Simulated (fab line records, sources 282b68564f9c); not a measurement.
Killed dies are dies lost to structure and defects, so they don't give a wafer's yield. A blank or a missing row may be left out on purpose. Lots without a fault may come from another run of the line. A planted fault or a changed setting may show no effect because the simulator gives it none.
A struck lot beside a sound one | flow rit_cmos | 44 steps out of a route of 202
Sound: wafers L550.2, L550.4, L550.6. Struck: wafers L559.1, L559.2, L559.5. The cause comes at the end.
At each step with rows: each side's tool, then ch and its chambers, then its first start. Under that, the readings that differ: sound wafers | struck wafers | difference of the means | sigmas: that difference in standard deviations of wafers without a fault.
alike: readings whose means differ by less than 2 such deviations, and words and numbers that are the same on both sides. not compared: withheld readings, readings that some wafer has no value for, bounds like >300 that may hide the same value, and numbers for which the record gives no deviation and whose values overlap.
The two part at a step that has a row with sigmas, a row that says differs or no value, or rows on one side only. Numbers that don't overlap but have no deviation are shown without sigmas and don't part them. A reading that every wafer of one side lacks parts them only if that side has two wafers or more.

first, 4 steps without rows for these wafers: RIT_PLDD_SOFTBAKE_02 (time 60 s); RIT_PLDD_EXPOSE_03 (exposes mask M8, target cd 40900 nm); RIT_PLDD_PEB_04; RIT_PLDD_DEVELOP_05 (develop time 50 s).
RIT_PLDD_OVL_MEAS_06:
  sound on overlay-02, day 3 13:43; struck on overlay-01, day 5 15:31
  alike: PLDD_OVL
then, 2 steps without rows for these wafers: RIT_PLDD_HARDBAKE_07 (time 60 s); RIT_PLDD_IMPLANT_08.
RIT_PLDD_STRIP_09: strips in O2, time 180 s.
  sound on plasma_asher-03 ch 0,1, day 3 14:02; struck on plasma_asher-03 ch 0,1, day 5 15:51
  alike: drypump_motor_current_A
  not compared: rf_hours_counter_h
RIT_PLDD_TW_MEAS_10:
  sound on film_metro-01, day 3 14:14; struck on film_metro-01, day 5 16:02
  alike: PLDD_TW
then, 3 steps without rows for these wafers: RIT_SPACER_CLEAN_00 (cleans in SC1, time 600 s); RIT_SPACER_CLEAN_01 (cleans in dHF, time 30 s); RIT_SPACER_CLEAN_02 (cleans in SC2, time 600 s).
RIT_SPACER_CVD_03: deposits Si3N4 from SiH2Cl2/NH3, target thk 250 nm, time 3347 s.
  sound on lpcvd-01 ch 0, day 3 14:39; struck on lpcvd-02 ch 0, day 5 16:28
  reading                                  | sound             | struck            | difference | sigmas
  sih2cl2_flow_sccm (sccm)                 | 59.97 59.67 60.06 | 90.38 90.04 90.30 | +30.34     | +99 or more
  model.Si3N4_of_SPACER_CVD_03.thk_nm (nm) | 250.5 250.1 251.4 | 285 284.6 284.8   | +34        |
  alike: pressure_mtorr, spike_tc_centre_C
RIT_SPACER_THK_MEAS_04:
  sound on film_metro-03, day 3 16:34; struck on film_metro-02, day 5 18:23
  reading                 | sound             | struck            | difference | sigmas
  SPACER_NITRIDE_THK (nm) | 250.5 250.2 251.5 | 285.0 284.7 284.9 | +34.1      | +15
RIT_SPACER_ETCHBACK_05: etches Si3N4 in SF6/CHF3, stops on SiO2, target depth 250 nm, time 240 s.
  sound on rie_diel-03 ch 0,1,3, day 3 16:37; struck on rie_diel-03 ch 1,2,3, day 5 18:27
  reading                  | sound             | struck            | difference | sigmas
  oes_product_au (a.u.)    | 0.843 0.846 0.850 | 0.933 0.931 0.932 | +0.086     | +7
  model.etch.depth_nm (nm) | 250.5 250.1 251.4 | 285 284.6 284.8   | +34        |
  alike: drypump_motor_current_A, throttle_valve_pct
  not compared: rf_hours_counter_h
then, 6 steps without rows for these wafers: RIT_NSD_HMDS_00 (prime time 60 s); RIT_NSD_COAT_01 (resist thk 1000 nm); RIT_NSD_SOFTBAKE_02 (time 60 s); RIT_NSD_EXPOSE_03 (exposes mask M9, target cd 40700 nm); RIT_NSD_PEB_04; RIT_NSD_DEVELOP_05 (develop time 50 s).
RIT_NSD_OVL_MEAS_06:
  sound on overlay-02, day 3 17:38; struck on overlay-02, day 5 19:34
  alike: NSD_OVL
then, 2 steps without rows for these wafers: RIT_NSD_HARDBAKE_07 (time 60 s); RIT_NSD_IMPLANT_08.
RIT_NSD_STRIP_09: strips in O2, time 180 s.
  sound on plasma_asher-03 ch 0,1, day 3 17:58; struck on plasma_asher-03 ch 0,1, day 5 19:55
  alike: drypump_motor_current_A
  not compared: rf_hours_counter_h
RIT_NSD_TW_MEAS_10:
  sound on film_metro-02, day 3 18:08; struck on film_metro-04, day 5 20:05
  alike: NSD_TW
then, 6 steps without rows for these wafers: RIT_PSD_HMDS_00 (prime time 60 s); RIT_PSD_COAT_01 (resist thk 1000 nm); RIT_PSD_SOFTBAKE_02 (time 60 s); RIT_PSD_EXPOSE_03 (exposes mask M10, target cd 40900 nm); RIT_PSD_PEB_04; RIT_PSD_DEVELOP_05 (develop time 50 s).
RIT_PSD_OVL_MEAS_06:
  sound on overlay-02, day 3 19:10; struck on overlay-02, day 5 21:01
  alike: PSD_OVL
then, 2 steps without rows for these wafers: RIT_PSD_HARDBAKE_07 (time 60 s); RIT_PSD_IMPLANT_08.
RIT_PSD_STRIP_09: strips in O2, time 180 s.
  sound on plasma_asher-02 ch 0,1, day 3 19:32; struck on plasma_asher-03 ch 0,1, day 5 21:21
  alike: drypump_motor_current_A
  not compared: rf_hours_counter_h
RIT_PSD_TW_MEAS_10:
  sound on film_metro-01, day 3 19:43; struck on film_metro-02, day 5 21:31
  reading | sound          | struck         | difference | sigmas
  PSD_TW  | 3370 3363 3373 | 3429 3420 3438 | +60        | +2
then, 3 steps without rows for these wafers: RIT_SDANNEAL_CLEAN_00 (cleans in SC1, time 600 s); RIT_SDANNEAL_CLEAN_01 (cleans in dHF, time 30 s); RIT_SDANNEAL_CLEAN_02 (cleans in SC2, time 600 s).
RIT_SDANNEAL_RTA_03: time 5 s.
  sound on rtp_anneal-01 ch 0, day 3 20:11; struck on rtp_anneal-02 ch 0, day 5 21:57
  alike: ramp_up_c_per_s, wafer_temp_C_max
RIT_SDANNEAL_RS_MEAS_04: measures by four-point-probe.
  sound on film_metro-04, day 3 20:15; struck on film_metro-04, day 5 22:01
  reading         | sound                | struck               | difference | sigmas
  PSD_RS (ohm/sq) | 116.44 116.32 116.26 | 117.01 117.23 117.06 | +0.76      | +3
RIT_SILICIDE_WET_ETCH_00: etches SiO2 in BOE, target depth 14 nm, time 15 s.
  sound on wet_bench-03 ch 3, day 3 20:43; struck on wet_bench-03 ch 0, day 5 22:29
  reading                                  | sound             | struck            | difference | sigmas
  model.Si3N4_of_SPACER_CVD_03.thk_nm (nm) | 194.5 196.6 197.1 | 223.1 223.7 223.4 | +27.3      |
RIT_M1_PROBE_99:
  sound on prober-01, day 4 03:40; struck on prober-02, day 6 05:19
  reading                              | sound               | struck              | difference | sigmas
  model.etest.pplus_sal.width_nm (nm)  | 3451 3408 3418      | 3360 3384 3356      | -59        |
  model.etest.nplus_sal.width_nm (nm)  | 3427 3415 3432      | 3348 3373 3369      | -61        |
  model.etest.nmos_0p15.r_on_ohm_um    | 1217 1164 1197      | 1062 1080 1076      | -120       |
  model.etest.nwell_pinched.rs_ohm_sq  | 340 333.2 332.9     | 315.5 314.3 316.6   | -19.9      |
  model.etest.pwell_pinched.rs_ohm_sq  | 467.6 452.3 459     | 441.4 439.7 440.2   | -19.2      |
  model.etest.contact_nplus.end_ohm_um | 42.4 42.68 43.74    | 37.44 38.63 38.25   | -4.83      |
  model.etest.field_p_metal.vt_v (V)   | -28.91 -29.67 -29.5 | -30.6 -31.76 -31.74 | -2.0       |
  alike: killed_at_front_end, killed_dies, killed_open, killed_short
  not compared: model.etest.nmos_0p3.drive_ua_um

WHERE THEY PART
First at RIT_SPACER_CVD_03; last, within this record, at RIT_SDANNEAL_RS_MEAS_04. Later steps at which nothing parts them and some readings are alike: RIT_M1_PROBE_99.

WHY: what the simulator had put in
Process parameter drift: lpcvd-02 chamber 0, from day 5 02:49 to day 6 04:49, at RIT_SPACER_CVD_03. Setting sih2cl2_flow_sccm, moved by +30, from 60. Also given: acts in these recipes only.
